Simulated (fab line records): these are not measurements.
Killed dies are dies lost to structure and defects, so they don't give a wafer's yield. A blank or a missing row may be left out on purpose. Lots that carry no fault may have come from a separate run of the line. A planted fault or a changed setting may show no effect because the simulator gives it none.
Problem report, 8D (eight disciplines) form, completed by code    flow ritCmos    the parts of the form that need people (team, actions taken, sign-off) are left out

## 1. THE ISSUE
CONTACT_OVL at RIT_CONTACT_OVL_MEAS_09 reads a mean of 128.8 nm on 12 wafers of 4 lots; wafers without a fault read -1.2 nm with a standard deviation of 1.5. That puts it +87 standard deviations away from the usual mean.
Seen first at day 6 01:53 on overlay-01, wafer L964.2. The record has a number at this step for 48 wafers belonging to 16 lots. Rule for "out", or "out of limits": more than 4 standard deviations from the usual mean. The other wafers with a number count as sound.

## 2. WHAT IT IS, WHAT IT ISN'T
question                     is                      is not
which readings at this step  CONTACT_OVL             -
which lots                   L964, L965, L970, L971  L950, L952, L953, L954, L955, L956, L959, L962, L963, L966, L968, L973
which wafers of those lots   all that have a number  -
read on which gauges         overlay-01, overlay-02  -
when                         from day 6 01:53        up to then (27 sound wafers); but 9 sound wafers of L966, L968, L973 came after

## 3. WHAT RULES OUT EACH SUSPECT
Counting: a tool stays on the suspect list if, at a process step up to the reading, it processed all lots that are out and no sound lot following the first of them.
- the gauge at RIT_CONTACT_OVL_MEAS_09: ruled out. 2 gauges (overlay-01, overlay-02) read the wafers that are out.
- ilineStepper-01 at RIT_CONTACT_EXPOSE_05 (exposes mask M11, target cd 1000 nm): kept. It ran every lot that is out, first L964 (day 6 01:16), and no sound lot after that; its last sound lot up to then is L963 (day 5 19:46).
Remaining after the count: ilineStepper-01 at RIT_CONTACT_EXPOSE_05.

## 4. THE CAUSE (what the simulator had put in)
Scanner matching overlay: ilineStepper-01, from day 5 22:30 on, at RIT_CONTACT_EXPOSE_05. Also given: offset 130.
The count eliminated every tool but this one.

## 5. THE CHAIN OF EFFECTS, in route order
Each row: a reading where the mean over the struck wafers with a number is more than 3 standard deviations away from the usual. Scope: only readings with a usual standard deviation given in the record; hours: median across lots of the time from each lot's start at the first step in this table that gives one to its start at this step; sigmas: change in usual standard deviations.
hours  step                     reading      usual    on struck wafers  change  sigmas
0      RIT_CONTACT_OVL_MEAS_09  CONTACT_OVL  -1.2 nm  128.8             +130.0  +87

## 6. HOW IT WOULD HAVE BEEN CAUGHT EARLIER
Counted from the fault's start at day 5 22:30, it took 3 hours until the first out-of-limits reading at a measuring or inspecting step in this record, taken at day 6 01:53.
Lots out: 4; of these, L965, L970, L971 started RIT_CONTACT_EXPOSE_05 on ilineStepper-01 after day 6 01:53. A hold on the tool at that time would have spared those 3.
